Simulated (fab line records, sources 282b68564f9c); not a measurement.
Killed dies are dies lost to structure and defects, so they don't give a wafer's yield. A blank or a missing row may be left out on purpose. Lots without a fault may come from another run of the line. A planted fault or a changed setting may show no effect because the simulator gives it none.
One fault seen from 2 desks | flow rit_cmos | each desk has only its own numbers; what lay behind them comes last

THE METROLOGY DESK
What the gauges read, lot by lot, whatever tool the lot ran on: means of the sampled wafers that have a number. A lot is out of limits, marked OUT, if its mean lies more than 4 standard deviations from the usual mean; the brackets give that distance.
Columns: A = cd_nm at RIT_ACTIVE_CD_MEAS_11, usual 1400.0 nm; B = PRETRO_OVL at RIT_PRETRO_OVL_MEAS_06, usual 0.3 nm; C = PRETRO_TW at RIT_PRETRO_TW_MEAS_10, usual 470
lot  | first seen here | A      | B                       | C
L841 | day 1 14:52     | 1398.0 | -1.6                    | 466
L843 | day 2 01:15     | 1400.9 | 1.6                     | 469
L844 | day 2 06:10     | 1402.9 | 0.8                     | 471
L845 | day 2 11:18     | 1398.5 | 0.0                     | 474
L846 | day 2 16:28     | 1397.8 | -0.0                    | 473
L847 | day 3 04:09     | 1399.1 | 0.5                     | 471
L848 | day 3 04:13     | 1400.2 | 1.7                     | 463
L849 | day 3 08:19     | 1404.0 | -0.2                    | 473
L852 | day 3 22:38     | 1397.0 | 0.1                     | 467
L854 | day 4 07:29     | 1399.8 | 240.0 (+99 or more) OUT | 461
L855 | day 4 13:32     | 1399.4 | 1.5                     | 471
L856 | day 4 17:39     | 1398.7 | 242.0 (+99 or more) OUT | 462
L857 | day 4 22:34     | 1398.0 | 240.0 (+99 or more) OUT | 470
L858 | day 5 03:27     | 1401.0 | 239.8 (+99 or more) OUT | 462
L860 | day 5 13:27     | 1399.4 | 1.1                     | 473
L862 | day 6 00:13     | 1401.1 | 0.5                     | 472
This desk's finding: out of limits on L854, L856, L857, L858; first on L854, day 5 02:29 (PRETRO_OVL at RIT_PRETRO_OVL_MEAS_06). In limits: L841, L843, L844, L845, L846, L847, L848, L849, L852, L855, L860, L862.

THE TOOL OWNER'S DESK: iline_stepper-02
The tool's own readings at RIT_PRETRO_EXPOSE_03 (exposes mask M5, target cd 43700 nm): means of the sampled wafers that have a number, for each lot that ran on this tool. A lot is out of limits, marked OUT, if its mean lies more than 4 standard deviations from the usual mean; the brackets give that distance.
Columns: A = reticle_temp_C at RIT_PRETRO_EXPOSE_03, usual 23.02 C
lot  | first seen here | A
L844 | day 2 23:50     | 23.07
L845 | day 3 03:07     | 23.07
L846 | day 3 08:07     | 22.98
L854 | day 5 02:05     | 23.10
L856 | day 5 09:13     | 23.04
L857 | day 5 13:56     | 23.03
L858 | day 5 20:16     | 23.14
This desk's finding: nothing out of limits on any of the 7 lots.

PUT TOGETHER
The metrology desk could have raised an alarm at day 5 02:29, on L854, L856, L857, L858.
The tool owner's desk saw nothing out of limits.
The tool owner's desk has L854, L856, L857, L858 on record, within its limits.
Of the lots named, all ran RIT_PRETRO_EXPOSE_03 on iline_stepper-02.

WHAT THE SIMULATOR HAD PUT IN
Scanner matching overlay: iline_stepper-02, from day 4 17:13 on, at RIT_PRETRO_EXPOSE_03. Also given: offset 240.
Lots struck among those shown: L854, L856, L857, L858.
Hours from the fault's start to each desk's first reading out of limits: the metrology desk, 9.
